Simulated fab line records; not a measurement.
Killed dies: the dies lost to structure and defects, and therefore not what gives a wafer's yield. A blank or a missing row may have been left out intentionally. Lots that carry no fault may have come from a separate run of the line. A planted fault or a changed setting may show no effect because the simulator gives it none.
Which tool was responsible?    flow berkeley-cmos170    Sampling: 7 lots, 21 wafers, 2 of 331 route steps

WHAT EACH GAUGE READ, for each wafer
UCB170_V1_THK_MEAS_01.
lot   measured      on             V1_TEOS_THK (nm)
L126  day 7 14:30   film-metro-04  1997 2000 1985
L128  day 7 20:04   film-metro-02  3995 4044 4106
L131  day 8 15:50   film-metro-04  3971 3945 4012
L138  day 10 03:13  film-metro-03  2011 1994 2034
L141  day 10 19:38  film-metro-03  1957 1953 1966
L140  day 11 02:49  film-metro-02  1975 1978 2050
L149  day 12 17:57  film-metro-04  1976 1926 1969

WHICH TOOL RAN EACH LOT (tool, then ch and the chambers of the sampled wafers, then the start)
lot   UCB170_V1_CVD_00
L126  pecvd-02 ch 0,1, day 7 14:19
L128  pecvd-02 ch 1,2, day 7 19:31
L131  pecvd-01 ch 0,1,2, day 8 15:22
L138  pecvd-04 ch 0,1,2, day 10 03:03
L141  pecvd-01 ch 0,1,2, day 10 19:28
L140  pecvd-01 ch 0,2, day 11 02:39
L149  pecvd-02 ch 1,2, day 12 17:48
- UCB170_V1_CVD_00: deposits SiO2 from TEOS/O2, target thk 2000 nm, time 250 s.

THE ANSWER, worked out from the rows above alone
Rule: what is usual is taken from the lots themselves. The widest of any qualifying gaps counts: lots, ordered by their means at a reading, are off when they make up no more than a third of the lots, leave a main group of 4 or more, and stand apart from it by 3 or more times the standard deviation of that group's means. The tables above print the reading to a certain number of digits; a main group whose means all agree to those digits is not used. Also off: a lot with no number at a reading for which 4 or more lots have one. All remaining lots with rows at the step are treated as sound.
Off: L128, L131, seen at UCB170_V1_THK_MEAS_01 (V1_TEOS_THK). The main group: mean 1985 nm, standard deviation 23.
If a tool, at a process step before that reading, ran all the lots that are off and no sound lot after the first of them, it fits. Those tools and the gauges at UCB170_V1_THK_MEAS_01 are tried in the same way. Not one of the candidates tried fits.

WHAT THE SIMULATOR HAD INSERTED
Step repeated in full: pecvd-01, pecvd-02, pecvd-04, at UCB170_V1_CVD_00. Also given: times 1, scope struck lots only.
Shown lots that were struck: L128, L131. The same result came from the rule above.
